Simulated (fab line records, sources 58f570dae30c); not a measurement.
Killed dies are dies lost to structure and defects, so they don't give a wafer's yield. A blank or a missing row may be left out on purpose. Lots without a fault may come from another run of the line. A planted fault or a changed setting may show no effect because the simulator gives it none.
Split-lot experiment | flow berkeley_cmos170 | 5 lots, 23 wafers read, on a route of 331 steps

THE SPLIT
At UCB170_NVT_IMPLANT_07, the setting dose_cm2 was moved away from the recipe's 3e+12 on 5 of the 23 wafers read, by -6.7% to -5.4%. The other wafers ran this setting at the recipe's value.

FROM THE SPLIT TO THE READING: what the file shows between them, 1 step
- UCB170_NVT_STRIP_08: strips in O2

THE READING
NVT_TW, at UCB170_NVT_TW_MEAS_09. Fault-free wafers of this fab line usually give 526, standard deviation 4.6.

wafer  | tool, chamber at the split | dose_cm2 as run | against the recipe | NVT_TW | against lot-mates on the recipe
L074.1 | implanter-02, 0            | 3e+12           | recipe             | 534    | -
L074.2 | implanter-02, 0            | 3e+12           | recipe             | 531    | -
L074.3 | implanter-02, 0            | 3e+12           | recipe             | 534    | -
L074.4 | implanter-02, 0            | 3e+12           | recipe             | 531    | -
L074.5 | implanter-02, 0            | 3e+12           | recipe             | 532    | -
L077.1 | implanter-01, 0            | 3e+12           | recipe             | 526    | -
L077.2 | implanter-01, 0            | 3e+12           | recipe             | 522    | -
L077.3 | implanter-01, 0            | 2.838e+12       | -5.4%              | 517    | -7
L077.4 | implanter-01, 0            | 2.838e+12       | -5.4%              | 511    | -13
L077.5 | implanter-01, 0            | 3e+12           | recipe             | 525    | -
L078.2 | implanter-02, 0            | 3e+12           | recipe             | 522    | -
L078.3 | implanter-02, 0            | 3e+12           | recipe             | 526    | -
L078.4 | implanter-02, 0            | 3e+12           | recipe             | 524    | -
L078.5 | implanter-02, 0            | 3e+12           | recipe             | 522    | -
L078.6 | implanter-02, 0            | 3e+12           | recipe             | 523    | -
L079.2 | implanter-02, 0            | 3e+12           | recipe             | 527    | -
L079.4 | implanter-02, 0            | 3e+12           | recipe             | 522    | -
L079.5 | implanter-02, 0            | 3e+12           | recipe             | 525    | -
L083.1 | implanter-01, 0            | 2.799e+12       | -6.7%              | 519    | -12
L083.2 | implanter-01, 0            | 3e+12           | recipe             | 530    | -
L083.3 | implanter-01, 0            | 2.799e+12       | -6.7%              | 519    | -12
L083.4 | implanter-01, 0            | 2.799e+12       | -6.7%              | 523    | -8
L083.6 | implanter-01, 0            | 3e+12           | recipe             | 533    | -

THE FIT
A straight line over all 23 wafers: NVT_TW changes by +1.43 for each +1% of dose_cm2; r = +0.64; the points scatter about the line by 4.6.
The same after taking each lot's own level away (the mean of its wafers on the recipe; 23 wafers): +1.74 for each +1%; r = +0.92; scatter 1.9.
On that fit, the largest move of dose_cm2 shifts the reading by 12.
The lots' own levels span 523.4 to 532.4, that is 2.0 times the standard deviation above.
So the lot-to-lot level blurs the effect unless lot-mates are compared.
Check: with one of the wafers moved furthest among these (-6.7%) left out of the fit, the line predicts -11.4 for it against its lot-mates. It came out at -12.5 against them.

OTHER SPLITS ON THESE WAFERS
These wafers also went through other splits before the reading. Each is held against what the fit with the lots' levels taken away leaves over:
other split on the same wafers      | wafers away from the commonest value | r with NVT_TW (lot level and that fit taken away)
UCB170_ZERO_COAT_01 spin_rpm        | 5                                    | -0.08
UCB170_ZERO_STRIP_07 o2_flow_sccm   | 2                                    | +0.02
UCB170_ACTIVE_OXIDATION_02 temp_c   | 15                                   | -0.11
UCB170_PFIELD_IMPLANT_07 energy_kev | 11                                   | +0.22
UCB170_NVT_COAT_01 resist_thk_nm    | 9                                    | +0.24

THE FILE'S OWN FIT
NVT_TW changes by +1.7 for each +1% of dose_cm2, r = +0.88.
